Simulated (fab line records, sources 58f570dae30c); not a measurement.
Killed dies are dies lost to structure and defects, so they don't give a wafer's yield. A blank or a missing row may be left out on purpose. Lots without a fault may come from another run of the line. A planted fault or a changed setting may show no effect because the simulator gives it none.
A struck lot beside a sound one | flow berkeley_cmos170 | 15 steps out of a route of 331
Sound: wafers L243.3, L243.4, L243.5. Struck: wafers L253.2, L253.4, L253.6. The cause comes at the end.
At each step with rows: each side's tool, then ch and its chambers, then its first start. Under that, the readings that differ: sound wafers | struck wafers | difference of the means | sigmas: that difference in standard deviations of wafers without a fault.
alike: readings whose means differ by less than 2 such deviations, and words and numbers that are the same on both sides. not compared: withheld readings, readings that some wafer has no value for, bounds like >300 that may hide the same value, and numbers for which the record gives no deviation and whose values overlap.
The two part at a step that has a row with sigmas, a row that says differs or no value, or rows on one side only. Numbers that don't overlap but have no deviation are shown without sigmas and don't part them. A reading that every wafer of one side lacks parts them only if that side has two wafers or more.

UCB170_NSD_CD_MEAS_06: target cd 1200 nm.
  sound on cd_sem-02, day 9 07:17; struck on cd_sem-01, day 11 01:53
  alike: cd_nm
UCB170_NSD_OVL_MEAS_07:
  sound on overlay-02, day 9 07:23; struck on overlay-02, day 11 02:00
  alike: NSD_OVL
then, 1 step without rows for these wafers: UCB170_NSD_IMPLANT_08.
UCB170_NSD_STRIP_09: strips in O2.
  sound on plasma_asher-04 ch 0,1, day 9 07:35; struck on plasma_asher-02 ch 0,1, day 11 02:11
  alike: chamber_pressure_mTorr, drypump_motor_current_A, oes_product_au, strip_time_to_endpoint_s
  not compared: rf_hours_counter_h
UCB170_NSD_TW_MEAS_10:
  sound on film_metro-04, day 9 07:41; struck on film_metro-03, day 11 02:17
  reading | sound          | struck         | difference | sigmas
  NSD_TW  | 4174 4172 4165 | 4334 4322 4318 | +154       | +3
then, 4 steps without rows for these wafers: UCB170_NSD_CLEAN_11 (cleans in SPM, time 600 s); UCB170_BACKSIDE_HMDS_00 (prime time 60 s); UCB170_BACKSIDE_COAT_01 (resist thk 900 nm); UCB170_BACKSIDE_SOFTBAKE_02 (time 60 s).
UCB170_BACKSIDE_STRIP_03: strips in O2.
  sound on plasma_asher-01 ch 0,1, day 9 08:32; struck on plasma_asher-04 ch 0,1, day 11 03:03
  reading                      | sound             | struck            | difference | sigmas
  strip_time_to_endpoint_s (s) | 22.11 22.17 22.12 | 21.87 21.90 21.94 | -0.23      | -3
  alike: chamber_pressure_mTorr, drypump_motor_current_A, oes_product_au
  not compared: rf_hours_counter_h
then, 1 step without rows for these wafers: UCB170_BACKSIDE_CLEAN_04 (cleans in SPM, time 600 s).
UCB170_SDANNEAL_RTA_00: time 10 s.
  sound on rtp_anneal-02 ch 0, day 9 08:49; struck on rtp_anneal-02 ch 0, day 11 03:20
  alike: lamp_power_pct, wafer_temp_C_max
UCB170_SDANNEAL_RTA_01: time 5 s.
  sound on rtp_anneal-02 ch 0, day 9 08:52; struck on rtp_anneal-02 ch 0, day 11 03:24
  reading            | sound                | struck               | difference | sigmas
  lamp_power_pct (%) | 34.5 34.5 34.5       | 31.2 31.3 31.3       | -3.2       | -7
  wafer_temp_C_max   | 1054.9 1054.6 1054.5 | 1013.7 1014.3 1014.9 | -40.4      | -31
UCB170_SDANNEAL_RS_MEAS_02: measures by four-point-probe.
  sound on film_metro-03, day 9 08:57; struck on film_metro-02, day 11 03:50
  reading         | sound             | struck            | difference | sigmas
  PSD_RS (ohm/sq) | 75.76 75.51 75.77 | 96.07 96.05 96.09 | +20.39     | +76
  not compared: hold
UCB170_M3_PROBE_99:
  the record has rows for the sound wafers here (prober-02, day 10 05:55) and none for the struck ones

WHERE THEY PART
First at UCB170_NSD_TW_MEAS_10; last, within this record, at UCB170_M3_PROBE_99.

WHY: what the simulator had put in
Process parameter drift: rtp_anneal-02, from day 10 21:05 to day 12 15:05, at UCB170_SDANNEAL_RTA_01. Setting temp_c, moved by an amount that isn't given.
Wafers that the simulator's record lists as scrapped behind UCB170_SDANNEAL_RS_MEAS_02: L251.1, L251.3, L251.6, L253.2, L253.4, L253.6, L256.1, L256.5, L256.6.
